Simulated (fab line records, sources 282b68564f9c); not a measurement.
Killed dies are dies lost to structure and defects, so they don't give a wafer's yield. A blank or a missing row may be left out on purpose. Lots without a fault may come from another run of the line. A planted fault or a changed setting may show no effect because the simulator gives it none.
fab line records | flow rit_cmos
record lots=15 wafers=45 last_day=7
route steps=202 shown ACTIVE@2 PSD@157 PLDD@159 M1@201
lots that met no fault: from a run of the same line without faults
start_h: hours from the record's first day to the start of the lot's first wafer shown | wait_h: hours since the lot's step before | " the same as in the row above | L1.1+2: a row that stands for several wafers | - no value, or no start given | * or withheld: withheld | < > ~ a bound
route shown NAME@n: a module of which the file shows steps, and the number in the route of the first | usual: mean/standard deviation of fault-free wafers | same: alike in all rows | chamber/n: place in a boat | sites: the reading at each site | _std_site: their standard deviation | _edge_site: outer sites' mean less inner sites' | radius_mm: how far each site lies from the wafer's centre | mask NAME#n: copy n | behind: the tool/chamber that last shaped the wafer | hold: why the lot was held/for how many hours/how that ended | device: the transistor (n, p or np) that didn't switch | end of line: the same wafers' tests at the end of the route | a step without rows: its recipe alone | killed: dies lost to structure and defects at the first sort, not the wafer's yield | map: a wafer's dies, x killed, . not, _ none there
set.NAME: the setting as run; set.NAME@STEP: as run at that earlier step | model.NAME: the simulator's own value behind a step, which no gauge read
steps of the route over a sample of lots; a table a step, a row a wafer
services: from which hour (start_h, from the record's first day; less than 0 if before it) a tool's chamber was out of use, for how many hours, and why
## steps
# step RIT_ACTIVE_OXIDATION_01
# recipe temp_c=1000 ambient=O2 target_thk_a=468 ox_time_s=3360
# columns lot.wafer tool chamber start_h wait_h
L185.1+4+5 furnace-04 0 16.04 1.0
L186.1+4+6 furnace-04 0 20.12 0.1
L187.2+3+4 furnace-04 0 25.12 0.1
L189.1+2+3 furnace-01 0 35.12 0.1
L190.1+4+5 furnace-04 0 40.12 0.1
L191.1+2+5 furnace-03 0 45.12 0.1
L192.1+2+3 furnace-04 0 50.12 0.1
L193.2+5+6 furnace-01 0 55.12 0.1
L194.1+3+5 furnace-04 0 60.12 0.1
L195.1+2+6 furnace-01 0 65.30 0.3
L200.1+4+5 furnace-04 0 90.12 0.1
L201.1+2+5 furnace-03 0 95.48 0.5
L202.2+4+6 furnace-04 0 100.62 0.6
L203.1+2+4 furnace-04 0 105.62 0.6
L207.1+4+6 furnace-03 0 126.03 1.0
# step RIT_SDANNEAL_RS_MEAS_04
# recipe thk_meas_gauge=four-point-probe
# usual PSD_RS=116.29/0.29
# columns lot.wafer tool chamber start_h wait_h PSD_RS[ohm/sq]
L185.1 film_metro-01 - 56.59 0.0 116.14
L185.4 " - " " 116.10
L185.5 " - " " 116.15
L186.1 film_metro-01 - 61.88 0.0 116.26
L186.4 " - " " 116.17
L186.6 " - " " 115.99
L187.2 film_metro-04 - 64.31 0.1 116.66
L187.3 " - " " 116.53
L187.4 " - " " 116.48
L189.1 film_metro-04 - 76.58 0.0 116.53
L189.2 " - " " 116.42
L189.3 " - " " 116.15
L190.1 film_metro-01 - 85.83 0.0 115.94
L190.4 " - " " 116.05
L190.5 " - " " 116.12
L191.1 film_metro-01 - 86.97 0.0 116.75
L191.2 " - " " 116.24
L191.5 " - " " 116.51
L192.1 film_metro-04 - 91.95 0.0 116.10
L192.2 " - " " 115.74
L192.3 " - " " 116.01
L193.2 film_metro-04 - 95.22 0.1 116.49
L193.5 " - " " 116.43
L193.6 " - " " 116.09
L194.1 film_metro-02 - 104.54 0.0 116.79
L194.3 " - " " 116.28
L194.5 " - " " 116.18
L195.1 film_metro-01 - 106.32 0.0 115.89
L195.2 " - " " 115.83
L195.6 " - " " 116.07
L200.1 film_metro-04 - 131.26 0.0 116.44
L200.4 " - " " 116.68
L200.5 " - " " 116.49
L201.1 film_metro-04 - 136.85 0.0 116.32
L201.2 " - " " 115.90
L201.5 " - " " 116.27
L202.2 film_metro-02 - 145.13 0.1 115.98
L202.4 " - " " 115.93
L202.6 " - " " 116.27
L203.1 film_metro-02 - 148.22 0.0 116.44
L203.2 " - " " 116.11
L203.4 " - " " 116.24
L207.1 film_metro-02 - 171.62 0.0 116.37
L207.4 " - " " 116.34
L207.6 " - " " 116.05
# step RIT_SDANNEAL_RS_MEAS_06
# recipe thk_meas_gauge=four-point-probe
# usual PLDD_RS=178.7/0.4
# columns lot.wafer tool chamber start_h wait_h PLDD_RS[ohm/sq]
L185.1 film_metro-01 - 56.83 0.1 178.2
L185.4 " - " " 178.2
L185.5 " - " " 178.0
L186.1 film_metro-01 - 62.12 0.1 178.8
L186.4 " - " " 177.9
L186.6 " - " " 177.7
L187.2 film_metro-04 - 64.55 0.1 178.8
L187.3 " - " " 179.3
L187.4 " - " " 179.3
L189.1 film_metro-04 - 76.82 0.1 178.2
L189.2 " - " " 179.4
L189.3 " - " " 178.1
L190.1 film_metro-01 - 86.07 0.1 178.7
L190.4 " - " " 179.1
L190.5 " - " " 178.9
L191.1 film_metro-01 - 87.21 0.1 178.9
L191.2 " - " " 178.9
L191.5 " - " " 178.8
L192.1 film_metro-04 - 92.19 0.1 178.3
L192.2 " - " " 179.0
L192.3 " - " " 178.7
L193.2 film_metro-04 - 95.46 0.1 178.7
L193.5 " - " " 178.5
L193.6 " - " " 179.4
L194.1 film_metro-02 - 104.78 0.1 178.3
L194.3 " - " " 178.7
L194.5 " - " " 178.3
L195.1 film_metro-01 - 106.56 0.1 178.4
L195.2 " - " " 178.0
L195.6 " - " " 178.6
L200.1 film_metro-04 - 131.50 0.1 179.1
L200.4 " - " " 179.2
L200.5 " - " " 178.6
L201.1 film_metro-04 - 137.09 0.1 179.6
L201.2 " - " " 178.8
L201.5 " - " " 179.0
L202.2 film_metro-02 - 145.37 0.1 178.4
L202.4 " - " " 178.7
L202.6 " - " " 178.8
L203.1 film_metro-02 - 148.46 0.1 179.0
L203.2 " - " " 179.0
L203.4 " - " " 179.2
L207.1 film_metro-02 - 171.86 0.1 178.6
L207.4 " - " " 178.6
L207.6 " - " " 178.0
# step RIT_M1_BOW_MEAS_16
# recipe mode=bow
# usual M1_BOW=17/6.8
# columns lot.wafer tool chamber start_h wait_h M1_BOW[um]
L185.1 film_metro-02 - 63.94 0.0 8
L185.4 " - " " 24
L185.5 " - " " 7
L186.1 film_metro-01 - 69.14 0.0 19
L186.4 " - " " 18
L186.6 " - " " 20
L187.2 film_metro-02 - 71.43 0.0 9
L187.3 " - " " 24
L187.4 " - " " 24
L189.1 film_metro-04 - 83.96 0.0 13
L189.2 " - " " 16
L189.3 " - " " 24
L190.1 film_metro-02 - 93.17 0.0 17
L190.4 " - " " 14
L190.5 " - " " 17
L191.1 film_metro-01 - 94.67 0.0 28
L191.2 " - " " 22
L191.5 " - " " 15
L192.1 film_metro-02 - 99.50 0.0 19
L192.2 " - " " 11
L192.3 " - " " 10
L193.2 film_metro-01 - 102.67 0.0 23
L193.5 " - " " 24
L193.6 " - " " 20
L194.1 film_metro-02 - 111.66 0.0 18
L194.3 " - " " 21
L194.5 " - " " 16
L195.1 film_metro-02 - 113.56 0.0 10
L195.2 " - " " 17
L195.6 " - " " 17
L200.1 film_metro-04 - 138.41 0.0 15
L200.4 " - " " 19
L200.5 " - " " 0
L201.1 film_metro-01 - 144.34 0.0 9
L201.2 " - " " 28
L201.5 " - " " 21
L202.2 film_metro-02 - 152.24 0.0 11
L202.4 " - " " 18
L202.6 " - " " 14
L203.1 film_metro-04 - 155.34 0.0 13
L203.2 " - " " 9
L203.4 " - " " 11
L207.1 film_metro-01 - 179.19 0.0 24
L207.4 " - " " 17
L207.6 " - " " 23
# step RIT_M1_PROBE_99
# usual killed_at_M0_to_M3=0.0/0.14 killed_at_contacts=0.1/0.31 killed_at_front_end=7/3.2 killed_dies=7/3.2 killed_on_rim=1.9/1.4 killed_open=3.6/1.9 killed_short=3.6/2
# same gross_dies=264 killed_at_M4_up=0 killed_at_back_side=0 killed_at_other=0
# columns lot.wafer tool chamber start_h wait_h killed_at_M0_to_M3 killed_at_contacts killed_at_front_end killed_dies killed_on_rim killed_open killed_short
L186.1 prober-02 - 69.26 0.1 0 0 5 5 2 3 1
L186.4 prober-02 - 69.41 0.2 0 0 11 11 3 4 6
L186.6 prober-02 - 69.51 0.2 0 0 7 7 1 4 3
L187.2 prober-01 - 71.58 0.1 0 0 8 8 1 5 3
L187.3 prober-01 - 71.63 0.2 0 0 7 7 2 2 5
L187.4 prober-01 - 71.68 0.2 0 0 5 5 1 3 2
L189.1 prober-01 - 84.08 0.1 0 0 3 3 0 2 1
L189.2 prober-01 - 84.13 0.1 0 0 6 6 2 3 3
L189.3 prober-01 - 84.18 0.2 0 0 11 11 2 6 5
L190.1 prober-02 - 93.29 0.1 0 0 9 9 0 3 6
L190.4 prober-02 - 93.44 0.2 0 0 7 7 2 3 4
L190.5 prober-02 - 93.49 0.2 0 0 6 6 1 2 4
L191.1 prober-01 - 94.79 0.1 0 0 8 8 2 3 5
L191.2 prober-01 - 94.84 0.1 0 0 9 9 1 7 2
L191.5 prober-01 - 94.99 0.2 0 0 7 7 1 3 4
L192.1 prober-02 - 99.62 0.1 0 0 7 7 3 5 2
L192.2 prober-02 - 99.67 0.1 0 0 6 6 0 3 3
L192.3 prober-02 - 99.72 0.2 0 0 3 3 0 1 2
L193.2 prober-02 - 102.82 0.1 0 0 7 7 1 4 3
L193.5 prober-02 - 102.97 0.2 0 0 6 6 2 3 3
L193.6 prober-02 - 103.02 0.2 0 0 2 2 0 2 0
L195.1 prober-02 - 113.68 0.1 0 0 5 5 1 4 1
L195.2 prober-02 - 113.73 0.1 0 0 5 5 2 4 1
L195.6 prober-02 - 113.93 0.2 0 0 2 2 0 1 1
L200.1 prober-02 - 138.53 0.1 0 0 109 109 28 2 2
L200.4 prober-02 - 138.68 0.2 0 0 105 105 32 2 2
L200.5 prober-02 - 138.73 0.2 0 0 107 107 24 2 3
L202.2 prober-02 - 152.39 0.1 0 0 117 117 37 0 5
L202.4 prober-02 - 152.49 0.2 0 1 99 100 25 1 2
L202.6 prober-02 - 152.59 0.2 0 0 105 105 30 3 2
L203.1 prober-01 - 155.46 0.1 0 0 125 125 32 5 7
L203.2 prober-01 - 155.51 0.1 0 0 125 125 33 3 3
L203.4 prober-01 - 155.61 0.2 0 0 114 114 29 1 5
# killed by level:class
L186.1 GATE:geometric_particle:open=2 FOX1:geometric_particle:open=1 SILICIDE:geometric_particle:short=1 PSD:coat_microbubble_printed=1
L186.4 GATE:geometric_particle:short=3 GATE:geometric_particle:open=2 FOX1:geometric_particle:open=1 REOX:geometric_particle:open=1 REOX:geometric_particle:short=1 SPACER:geometric_particle:short=1 SILICIDE:geometric_particle:short=1 PSD:coat_microbubble_printed=1
L186.6 GATE:geometric_particle:open=3 GATE:geometric_particle:short=1 REOX:geometric_particle:open=1 REOX:geometric_particle:short=1 SPACER:geometric_particle:short=1
L187.2 SILICIDE:geometric_particle:open=3 FOX1:geometric_particle:open=2 FOX1:geometric_particle:short=1 GATE:geometric_particle:short=1 SILICIDE:geometric_particle:short=1
L187.3 GATE:geometric_particle:short=3 FOX1:geometric_particle:short=1 GATE:geometric_particle:open=1 SILICIDE:geometric_particle:open=1 SILICIDE:geometric_particle:short=1
L187.4 GATE:geometric_particle:open=2 GATE:geometric_particle:short=1 REOX:geometric_particle:open=1 SILICIDE:geometric_particle:short=1
L189.1 FOX1:geometric_particle:open=1 FOX2:geometric_particle:short=1 SILICIDE:geometric_particle:open=1
L189.2 GATE:geometric_particle:short=2 GATE:geometric_particle:open=2 FOX1:geometric_particle:short=1 REOX:geometric_particle:open=1
L189.3 GATE:geometric_particle:open=4 GATE:geometric_particle:short=4 SILICIDE:geometric_particle:open=2 SILICIDE:geometric_particle:short=1
L190.1 GATE:geometric_particle:short=2 SPACER:geometric_particle:short=2 FOX2:geometric_particle:open=1 FOX2:geometric_particle:short=1 GATE:geometric_particle:open=1 REOX:geometric_particle:short=1 REOX:geometric_particle:open=1
L190.4 FOX2:geometric_particle:open=1 GATE:geometric_particle:open=1 GATE:geometric_particle:short=1 REOX:geometric_particle:short=1 REOX:geometric_particle:open=1 SPACER:geometric_particle:short=1 SILICIDE:geometric_particle:short=1
L190.5 GATE:geometric_particle:short=2 REOX:geometric_particle:short=2 GATE:geometric_particle:open=1 SPACER:geometric_particle:open=1
L191.1 SPACER:geometric_particle:short=2 SILICIDE:geometric_particle:open=2 FOX1:geometric_particle:open=1 FOX1:geometric_particle:short=1 GATE:geometric_particle:short=1 SILICIDE:geometric_particle:short=1
L191.2 FOX1:geometric_particle:open=3 FOX1:geometric_particle:short=1 GATE:geometric_particle:open=1 REOX:geometric_particle:open=1 SPACER:geometric_particle:short=1 SPACER:geometric_particle:open=1 SILICIDE:geometric_particle:open=1
L191.5 SILICIDE:geometric_particle:short=3 SILICIDE:geometric_particle:open=2 GATE:geometric_particle:short=1 GATE:geometric_particle:open=1
L192.1 FOX2:geometric_particle:open=2 GATE:geometric_particle:short=2 GATE:geometric_particle:open=1 SPACER:geometric_particle:open=1 SILICIDE:geometric_particle:open=1
L192.2 FOX1:geometric_particle:short=1 FOX2:geometric_particle:open=1 GATE:geometric_particle:short=1 SPACER:geometric_particle:open=1 SPACER:geometric_particle:short=1 SILICIDE:geometric_particle:open=1
L192.3 GATE:geometric_particle:short=2 GATE:geometric_particle:open=1
L193.2 FOX1:geometric_particle:short=2 FOX1:geometric_particle:open=1 FOX2:geometric_particle:open=1 GATE:geometric_particle:short=1 REOX:geometric_particle:open=1 SPACER:geometric_particle:open=1
L193.5 SPACER:geometric_particle:open=2 SILICIDE:geometric_particle:short=2 FOX2:geometric_particle:open=1 GATE:geometric_particle:short=1
L193.6 FOX1:geometric_particle:open=1 SPACER:geometric_particle:open=1
L195.1 GATE:geometric_particle:open=3 GATE:geometric_particle:short=1 REOX:geometric_particle:open=1
L195.2 REOX:geometric_particle:open=2 FOX1:geometric_particle:open=1 GATE:geometric_particle:open=1 GATE:geometric_particle:short=1
L195.6 GATE:geometric_particle:short=1 SILICIDE:geometric_particle:open=1
L200.1 ACTIVE:unspecified=105 FOX1:geometric_particle:open=1 FOX2:geometric_particle:short=1 GATE:geometric_particle:short=1 SPACER:geometric_particle:open=1
L200.4 ACTIVE:unspecified=101 FOX1:geometric_particle:open=2 FOX1:geometric_particle:short=1 GATE:geometric_particle:short=1
L200.5 ACTIVE:unspecified=102 GATE:geometric_particle:open=2 FOX1:geometric_particle:short=1 GATE:geometric_particle:short=1 SPACER:geometric_particle:short=1
L202.2 ACTIVE:unspecified=112 GATE:geometric_particle:short=3 FOX1:geometric_particle:short=1 REOX:geometric_particle:short=1
L202.4 ACTIVE:unspecified=97 FOX1:geometric_particle:short=1 GATE:geometric_particle:short=1 CONTACT:geometric_particle:open=1
L202.6 ACTIVE:unspecified=100 GATE:geometric_particle:open=2 FOX1:geometric_particle:open=1 GATE:geometric_particle:short=1 REOX:geometric_particle:short=1
L203.1 ACTIVE:unspecified=113 FOX1:geometric_particle:short=3 GATE:geometric_particle:open=3 FOX2:geometric_particle:short=2 GATE:geometric_particle:short=2 FOX1:geometric_particle:open=1 FOX2:geometric_particle:open=1
L203.2 ACTIVE:unspecified=119 GATE:geometric_particle:open=2 GATE:geometric_particle:short=2 SPACER:geometric_particle:short=1 SILICIDE:geometric_particle:open=1
L203.4 ACTIVE:unspecified=108 GATE:geometric_particle:short=3 FOX2:geometric_particle:short=2 FOX1:geometric_particle:open=1
## services
# columns tool chamber start_h hours kind
furnace-03 - 33.56 3.5 pm
furnace-01 - 68.80 6.1 pm
furnace-01 - 99.25 3.4 pm
furnace-01 - 105.24 3.0 pm
## key
first_sign step=RIT_M1_PROBE_99 reading=killed_dies direction=up sigmas=33 usual=7 struck=112
effect step=RIT_M1_PROBE_99 reading=killed_at_front_end direction=up sigmas=33 usual=7 struck=112
met_at RIT_ACTIVE_OXIDATION_01
struck_lots L200,L202,L203
tester_left_out L200,L202,L203
not_acting_at RIT_SDANNEAL_RS_MEAS_04,RIT_SDANNEAL_RS_MEAS_06,RIT_M1_BOW_MEAS_16
onset_between 60.12 90.12
fault kind=chamber_particle_source tool=furnace-04 chamber=- onset_h=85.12 steps=RIT_ACTIVE_OXIDATION_01 rate_per_visit_cm2=0.98596 end_h=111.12
# tester_left_out: of these lots the tester's yield and bins aren't shown, on N5 and GAA mostly nor the transistor test; their killed dies are dies lost to structure and defects alone, not to doping, threshold or leakage, so they don't give the yield
